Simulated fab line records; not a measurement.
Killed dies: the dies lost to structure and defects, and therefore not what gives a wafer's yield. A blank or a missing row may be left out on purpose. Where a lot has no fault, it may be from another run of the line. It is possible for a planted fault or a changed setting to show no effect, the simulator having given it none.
One fault through the eyes of 2 desks || flow berkeley-cmos170 || what lay behind the numbers comes last; until then each desk has only its own

## AT THE METROLOGY DESK
Means of the sampled wafers that have a number, per lot and without regard to the tool the lot ran on: this is what the gauges read. A lot is out of limits, marked OUT, if its mean lies more than 4 standard deviations from the usual mean; the brackets give that distance.
Columns: A = NWELL_TW at UCB170_NWELL_TW_MEAS_16, usual 1256; B = PWELL_TW at UCB170_PWELL_TW_MEAS_17, usual 382.4; C = cd-nm at UCB170_ACTIVE_CD_MEAS_13, usual 1199.3 nm
{"lot": "L576", "first seen here": "day 2 12:46", "A": 1262, "B": 380.7, "C": 1198.6}
{"lot": "L579", "first seen here": "day 3 00:37", "A": 1244, "B": 383.2, "C": 1201.7}
{"lot": "L580", "first seen here": "day 3 03:53", "A": 1247, "B": 380.6, "C": 1198.2}
{"lot": "L581", "first seen here": "day 3 11:49", "A": 1248, "B": 383.6, "C": 1200.2}
{"lot": "L582", "first seen here": "day 3 18:56", "A": 1261, "B": 383.7, "C": 1198.0}
{"lot": "L584", "first seen here": "day 4 01:23", "A": 1262, "B": 383.4, "C": 1200.8}
{"lot": "L587", "first seen here": "day 4 18:18", "A": "1320 (+9.0) OUT", "B": 381.9, "C": 1199.1}
{"lot": "L590", "first seen here": "day 5 09:10", "A": 1252, "B": 383.1, "C": 1198.6}
{"lot": "L592", "first seen here": "day 5 16:17", "A": "1316 (+8.5) OUT", "B": 383.0, "C": 1199.4}
{"lot": "L593", "first seen here": "day 5 19:28", "A": 1260, "B": 383.0, "C": 1198.1}
{"lot": "L594", "first seen here": "day 6 03:31", "A": 1261, "B": 382.0, "C": 1197.5}
{"lot": "L596", "first seen here": "day 6 11:58", "A": 1258, "B": 381.0, "C": 1201.3}
{"lot": "L597", "first seen here": "day 6 17:43", "A": 1259, "B": 379.1, "C": 1200.1}
{"lot": "L599", "first seen here": "day 6 23:53", "A": 1261, "B": 381.3, "C": 1199.2}
This desk reports L587, L592 out of limits; the earliest was L587 at day 4 18:18 (NWELL_TW at UCB170_NWELL_TW_MEAS_16). L576, L579, L580, L581, L582, L584, L590, L593, L594, L596, L597, L599: within limits.

## AT THE TOOL OWNER'S DESK: implanter-01
The tool's own readings at UCB170_NWELL_IMPLANT_14: means of the sampled wafers that have a number, for each lot that ran on this tool. A lot is out of limits, marked OUT, if its mean lies more than 4 standard deviations from the usual mean; the brackets give that distance.
Columns: A = dose-ions-cm2 at UCB170_NWELL_IMPLANT_14, usual 1e+13; B = faraday-current-uA at UCB170_NWELL_IMPLANT_14, usual 31.6
{"lot": "L581", "first seen here": "day 3 11:34", "A": 1e+13, "B": 32.3}
{"lot": "L584", "first seen here": "day 4 01:10", "A": 1e+13, "B": 32.0}
{"lot": "L587", "first seen here": "day 4 18:03", "A": "1e+13 (+99 or more) OUT", "B": "36.3 (+7.1) OUT"}
{"lot": "L592", "first seen here": "day 5 16:02", "A": "1e+13 (+99 or more) OUT", "B": "36.6 (+7.6) OUT"}
This desk's finding: out of limits on L587, L592; first on L587, day 4 18:03 (dose-ions-cm2 at UCB170_NWELL_IMPLANT_14). L581, L584: within limits.

## TAKEN TOGETHER
The tool owner's desk had the chance to raise an alarm at day 4 18:03 on L587, L592.
Metrology desk: alarm possible at day 4 18:18 on L587, L592.
The lots listed all ran UCB170_NWELL_IMPLANT_14 on implanter-01.

## WHAT WAS PUT IN BY THE SIMULATOR
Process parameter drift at UCB170_NWELL_IMPLANT_14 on implanter-01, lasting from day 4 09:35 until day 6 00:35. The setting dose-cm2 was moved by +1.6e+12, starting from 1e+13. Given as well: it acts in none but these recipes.
Struck lots among those shown: L587, L592.
Hours from the fault's start to each desk's first reading out of limits: the tool owner's desk, 8; the metrology desk, 9.
